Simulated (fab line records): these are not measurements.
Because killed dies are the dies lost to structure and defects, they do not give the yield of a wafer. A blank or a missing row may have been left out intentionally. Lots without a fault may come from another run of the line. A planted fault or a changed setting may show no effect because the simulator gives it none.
Which tool is to blame? | flow ritCmos | 15 lots with 45 wafers sampled at 2 steps, on a route of 202 steps

WHAT EACH GAUGE READ, for each wafer
RIT_M1_CD_MEAS_90: target cd 2600 nm. Usual: 2600.9 nm for cdNm, sd 2.8.
lot  | measured    | on       | cdNm (nm)            | flag
L851 | day 3 10:18 | cdSem-02 | 2599.6 2600.0 2601.5 | 
L858 | day 4 18:41 | cdSem-02 | - - -                | OFF
L859 | day 5 01:11 | cdSem-02 | - - -                | OFF
L860 | day 5 09:43 | cdSem-02 | - - -                | OFF
L864 | day 6 00:37 | cdSem-02 | 2604.5 2602.2 2604.1 | 
L865 | day 6 06:39 | cdSem-02 | 2604.1 2603.5 2598.6 | 
L866 | day 6 13:25 | cdSem-02 | 2598.0 2599.3 2595.6 | 
L867 | day 6 17:05 | cdSem-01 | 2601.5 2600.0 2601.6 | 
L868 | day 6 20:50 | cdSem-02 | 2602.1 2600.7 2599.5 | 
L869 | day 7 00:54 | cdSem-01 | 2599.8 2602.7 2602.8 | 
L870 | day 7 08:50 | cdSem-02 | 2598.2 2599.8 2597.9 | 
L871 | day 7 12:48 | cdSem-02 | 2601.1 2603.8 2605.3 | 
L872 | day 7 17:47 | cdSem-01 | 2600.8 2600.2 2601.1 | 
L873 | day 7 23:22 | cdSem-02 | 2605.9 2605.7 2608.6 | 
L874 | day 8 03:27 | cdSem-02 | 2597.4 2598.3 2592.8 | 

TOOL THAT RAN EACH LOT (tool first, then ch and the chambers of the sampled wafers, then the start)
lot  | RIT_M1_METAL_ETCH_12
L851 | rieMetal-04 ch 0,1, day 3 09:46
L858 | rieMetal-01 ch 0, day 4 18:10
L859 | rieMetal-03 ch 0,1, day 5 00:38
L860 | rieMetal-04 ch 0,1, day 5 09:11
L864 | rieMetal-01 ch 1, day 6 00:06
L865 | rieMetal-03 ch 0,1, day 6 06:08
L866 | rieMetal-04 ch 0,1, day 6 12:52
L867 | rieMetal-01 ch 0,1, day 6 16:33
L868 | rieMetal-03 ch 0,1, day 6 20:20
L869 | rieMetal-01 ch 0, day 7 00:13
L870 | rieMetal-03 ch 0,1, day 7 08:18
L871 | rieMetal-04 ch 0,1, day 7 12:16
L872 | rieMetal-01 ch 0,1, day 7 17:16
L873 | rieMetal-03 ch 0,1, day 7 22:49
L874 | rieMetal-04 ch 0,1, day 8 02:57
- RIT_M1_METAL_ETCH_12: etches Al in Cl2/BCl3, stops on SiO2, time 165 s, target depth 600 nm.

AS READ BY THE TOOLS THEMSELVES (means over the sampled wafers that have a number; for cases with no such wafer, the mark the record gives instead)
RIT_M1_METAL_ETCH_12. Usual: bcl3FlowSccm 49.99 sccm, standard deviation 0.16; chamberPressureMTorr 100.00 mTorr, standard deviation 0.099; drypumpMotorCurrentA 5.7 A, standard deviation 0.36; oesProductAu 0.784 a.u., standard deviation 0.013; throttleValvePct 8.31 %, standard deviation 0.1.
lot  | tool        | bcl3FlowSccm (sccm) | chamberPressureMTorr (mTorr) | drypumpMotorCurrentA (A) | oesProductAu (a.u.) | throttleValvePct (%) | flag
L851 | rieMetal-04 | 49.96               | 99.96                        | 5.7                      | 0.764               | 8.28                 | 
L858 | rieMetal-01 | -                   | -                            | -                        | -                   | -                    | OFF
L859 | rieMetal-03 | -                   | -                            | -                        | -                   | -                    | OFF
L860 | rieMetal-04 | -                   | -                            | -                        | -                   | -                    | OFF
L864 | rieMetal-01 | 50.20               | 99.96                        | 5.0                      | 0.784               | 8.28                 | 
L865 | rieMetal-03 | 49.99               | 100.07                       | 5.6                      | 0.780               | 8.22                 | 
L866 | rieMetal-04 | 49.91               | 100.10                       | 5.7                      | 0.774               | 8.28                 | 
L867 | rieMetal-01 | 50.06               | 99.94                        | 5.4                      | 0.794               | 8.35                 | 
L868 | rieMetal-03 | 50.11               | 100.05                       | 5.6                      | 0.791               | 8.22                 | 
L869 | rieMetal-01 | 49.95               | 99.98                        | 6.0                      | 0.791               | 8.48                 | 
L870 | rieMetal-03 | 49.94               | 99.99                        | 5.8                      | 0.791               | 8.29                 | 
L871 | rieMetal-04 | 49.88               | 100.03                       | 5.7                      | 0.801               | 8.29                 | 
L872 | rieMetal-01 | 50.06               | 100.14                       | 5.7                      | 0.789               | 8.42                 | 
L873 | rieMetal-03 | 50.01               | 100.03                       | 5.6                      | 0.781               | 8.22                 | 
L874 | rieMetal-04 | 50.11               | 100.01                       | 5.7                      | 0.796               | 8.27                 | 

THE ANSWER, worked out from the rows above alone
Rule: take the mean of a lot's wafers that have a number; if it is more than 3 standard deviations from the usual mean, the lot is off. Also off: a lot with no number at a reading for which 4 or more lots have one. The other lots that the step has rows for count as sound. After the gauges, taken in route order, come the tools' own readings; for these a lot's mean is taken, as printed above. At the first step where some lot is off, the reading lying furthest off is the one used; lots without a number count as furthest.
Off: L858, L859, L860 (RIT_M1_CD_MEAS_90, cdNm). Without a number there: L858, L859, L860.
A tool fits if, at a process step before that reading, it ran every lot that is off, and no sound lot after the first of them. The gauges at RIT_M1_CD_MEAS_90 aren't tried: what is off there is off at RIT_M1_METAL_ETCH_12 too, on other tools, and a gauge's error can't cause that. No candidate that was tried fits.

WHAT THE SIMULATOR HAD PUT IN
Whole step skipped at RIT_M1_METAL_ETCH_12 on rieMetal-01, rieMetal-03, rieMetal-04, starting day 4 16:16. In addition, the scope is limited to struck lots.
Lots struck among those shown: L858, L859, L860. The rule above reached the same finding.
